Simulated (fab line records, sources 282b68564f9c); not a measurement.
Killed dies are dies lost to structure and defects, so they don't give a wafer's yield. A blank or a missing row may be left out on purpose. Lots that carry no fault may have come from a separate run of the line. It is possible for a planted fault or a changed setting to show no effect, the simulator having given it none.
Which tool is to blame? / flow ritCmos / 7 lots, 21 wafers sampled, at 2 steps of a route of 202

## WHAT THE GAUGES SHOWED, per wafer
RIT_PLDD_OVL_MEAS_06.
lot=L449; measured=day 3 06:47; on=overlay-01; PLDD_OVL (nm)=0.9 0.2 0.0
lot=L452; measured=day 4 00:12; on=overlay-01; PLDD_OVL (nm)=0.2 -1.6 0.6
lot=L454; measured=day 4 03:36; on=overlay-02; PLDD_OVL (nm)=0.5 1.1 -0.2
lot=L458; measured=day 5 04:41; on=overlay-01; PLDD_OVL (nm)=2.0 -0.8 0.6
lot=L460; measured=day 5 08:47; on=overlay-02; PLDD_OVL (nm)=0.3 -1.0 0.0
lot=L468; measured=day 7 19:01; on=overlay-02; PLDD_OVL (nm)=1.2 0.1 0.3
lot=L470; measured=day 7 19:33; on=overlay-02; PLDD_OVL (nm)=1.0 1.5 0.5

## WHAT TOOL EACH LOT RAN ON (gives the tool, then ch and the chambers of the sampled wafers, and finally the start)
lot=L449; RIT_NRETRO_EXPOSE_03=ilineStepper-01 ch 0, day 2 15:16
lot=L452; RIT_NRETRO_EXPOSE_03=ilineStepper-01 ch 0, day 3 04:26
lot=L454; RIT_NRETRO_EXPOSE_03=ilineStepper-02 ch 0, day 3 12:01
lot=L458; RIT_NRETRO_EXPOSE_03=ilineStepper-02 ch 0, day 4 13:33
lot=L460; RIT_NRETRO_EXPOSE_03=ilineStepper-01 ch 0, day 4 18:35
lot=L468; RIT_NRETRO_EXPOSE_03=ilineStepper-01, day 6 16:41
lot=L470; RIT_NRETRO_EXPOSE_03=ilineStepper-02, day 6 20:42
- RIT_NRETRO_EXPOSE_03: exposes mask M4, target cd 43900 nm.

## THE ANSWER, worked out from the rows above alone
Rule: the lots themselves supply what counts as usual. Put in order of their means at a reading, lots are off if they are a third of the lots or fewer, leave a main group of 4 or more, and stand apart from it by a gap of 3 or more times the standard deviation of the main group's means; of several such gaps the widest counts. A main group whose means are all the same, to the digits that the tables above print for the reading, isn't used. Also off: a lot with no number at a reading for which 4 or more lots have one. Where the step has rows for the other lots, those lots are counted as sound.
No lot is off on any of the readings shown, so nothing can be concluded from this.

## WHAT HAD BEEN PUT IN BY THE SIMULATOR
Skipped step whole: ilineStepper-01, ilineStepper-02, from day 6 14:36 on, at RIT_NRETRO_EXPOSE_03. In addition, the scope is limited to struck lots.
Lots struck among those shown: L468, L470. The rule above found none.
